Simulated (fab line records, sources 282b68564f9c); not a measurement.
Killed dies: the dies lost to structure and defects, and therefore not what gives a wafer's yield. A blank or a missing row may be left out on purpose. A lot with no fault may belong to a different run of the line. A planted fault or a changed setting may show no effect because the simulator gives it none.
A struck lot beside a sound one || flow rit cmos || 32 steps out of a route of 202
Sound: the wafers L763.1, L763.4, L763.5. Struck: wafers L758.1, L758.2, L758.4. The cause is named last.
Per side, at each step with rows, come the tool, then ch with its chambers, and then its first start. Under that, the readings that differ: sound wafers || struck wafers || difference of the means || sigmas: that difference in standard deviations of wafers without a fault.
alike: readings with means less than 2 such deviations apart, plus words and numbers identical on both sides. not compared: withheld readings, readings lacking a value on some wafer, bounds such as >300 that could conceal the same value, and numbers that have no deviation in the record and whose values overlap.
Wherever a step has rows on one side only, a row that says differs or no value, or a row with sigmas, the two part there. Non-overlapping numbers with no deviation appear without sigmas and do not part them. Lack of a reading on every wafer of one side parts them only where that side has two or more wafers.

first, 5 steps without rows for these wafers: RIT_CONTACT_COAT_03 (resist thk 1000 nm); RIT_CONTACT_SOFTBAKE_04 (time 60 s); RIT_CONTACT_EXPOSE_05 (exposes mask M11, target cd 1000 nm); RIT_CONTACT_PEB_06; RIT_CONTACT_DEVELOP_07 (develop time 120 s).
RIT_CONTACT_CD_MEAS_08: the cd target is 1000 nm.
  sound: cd sem-02 at day 5 20:33; struck: cd sem-01 at day 4 20:38
  alike: cd nm
RIT_CONTACT_OVL_MEAS_09:
  sound: overlay-02 at day 5 20:40; struck: overlay-01 at day 4 20:45
  alike: CONTACT_OVL
then, 1 step without rows for these wafers: RIT_CONTACT_HARDBAKE_10 (time 60 s).
RIT_CONTACT_ETCH_11: etches SiO2 in CHF3/CF4/Ar, stops on TiSi2, target depth 480 nm, time 320 s.
  sound on rie diel-01 ch 1,2,3, day 5 21:01; struck on rie diel-04 ch 1,2,3, day 4 20:56
  alike: drypump motor current A, mfc ar sccm, oes product au, throttle valve pct
  not compared: rf hours counter h
RIT_CONTACT_STRIP_12: strips in O2, time 180 s.
  sound on plasma asher-01 ch 0,1, day 5 21:12; struck on plasma asher-02 ch 0,1, day 4 21:08
  alike: drypump motor current A
  not compared: rf hours counter h
RIT_CONTACT_CD_MEAS_90: the cd target is 1000 nm.
  sound: cd sem-01 at day 5 21:23; struck: cd sem-02 at day 4 21:18
  alike: cd nm
then, 1 step without rows for these wafers: RIT_CONTACT_CLEAN_13 (cleans in SC1, time 600 s).
RIT_CONTACT_CLEAN_14: cleans in SC2, time 600 s.
  sound on wet bench-01 ch 0, day 5 21:40; struck on wet bench-03 ch 3, day 4 21:36
RIT_M1_SPUTTER_00: material Al, target thk 400 nm, time 500 s.
  sound: pvd sputter-02 at day 5 21:51; struck: pvd sputter-04 at day 4 21:47
  alike: throttle valve pct
RIT_M1_RS_MEAS_01: a four-point-probe measurement.
  sound: film metro-04 at day 5 22:08; struck: film metro-02 at day 4 22:05
  alike: M1_AL_RS
RIT_M1_THK_MEAS_02: measures by xrf.
  sound: film metro-04 at day 5 22:16; struck: film metro-02 at day 4 22:12
  alike: M1_AL_THK
then, 6 steps without rows for these wafers: RIT_M1_HMDS_03 (prime time 60 s); RIT_M1_COAT_04 (resist thk 1300 nm); RIT_M1_SOFTBAKE_05 (time 60 s); RIT_M1_EXPOSE_06 (exposes mask M12, target cd 2600 nm); RIT_M1_PEB_07; RIT_M1_DEVELOP_08 (develop time 68 s).
RIT_M1_CD_MEAS_09: the cd target is 2600 nm.
  sound: cd sem-02 at day 5 23:12; struck: cd sem-01 at day 4 23:11
  alike: cd nm
RIT_M1_OVL_MEAS_10:
  sound: overlay-01 at day 5 23:19; struck: overlay-02 at day 4 23:18
  alike: M1_OVL
then, 1 step without rows for these wafers: RIT_M1_HARDBAKE_11 (time 120 s).
RIT_M1_METAL_ETCH_12: etches Al in Cl2/BCl3, stops on SiO2, time 165 s, target depth 600 nm.
  sound on rie metal-04 ch 0,1, day 5 23:37; struck on rie metal-03 ch 0,1, day 4 23:36
  alike: bcl3 flow sccm, drypump motor current A, oes product au, throttle valve pct
  not compared: rf hours counter h
then, 1 step without rows for these wafers: RIT_M1_STRIP_13 (strips in nmp, time 600 s).
RIT_M1_STRIP_14: strips in O2, time 180 s.
  sound on plasma asher-04 ch 0,1, day 5 23:57; struck on plasma asher-01 ch 0,1, day 4 23:56
  alike: drypump motor current A
  not compared: rf hours counter h
RIT_M1_CD_MEAS_90: the cd target is 2600 nm.
  sound: cd sem-02 at day 6 00:07; struck: cd sem-02 at day 5 00:07
  alike: cd nm
then, 1 step without rows for these wafers: RIT_M1_ANNEAL_15 (time 1800 s).
RIT_M1_BOW_MEAS_16:
  sound: film metro-01 at day 6 01:44; struck: film metro-01 at day 5 01:44
  alike: M1_BOW
RIT_M1_PROBE_99:
  sound: prober-01 at day 6 01:52; struck: prober-02 at day 5 01:51
{"reading": "killed at contacts", "sound": "0 1 0", "struck": "37 37 36", "difference": "+36", "sigmas": "+99 or more"}
{"reading": "killed dies", "sound": "2 9 13", "struck": "41 48 41", "difference": "+35", "sigmas": "+10"}
{"reading": "killed on rim", "sound": "0 1 3", "struck": "8 10 8", "difference": "+7", "sigmas": "+5"}
  alike: killed_at_M0_to_M3, killed at front end, killed open, killed short

== WHERE THEY PART ==
Only at RIT_M1_PROBE_99, within this record.

WHY: the cause the simulator had injected
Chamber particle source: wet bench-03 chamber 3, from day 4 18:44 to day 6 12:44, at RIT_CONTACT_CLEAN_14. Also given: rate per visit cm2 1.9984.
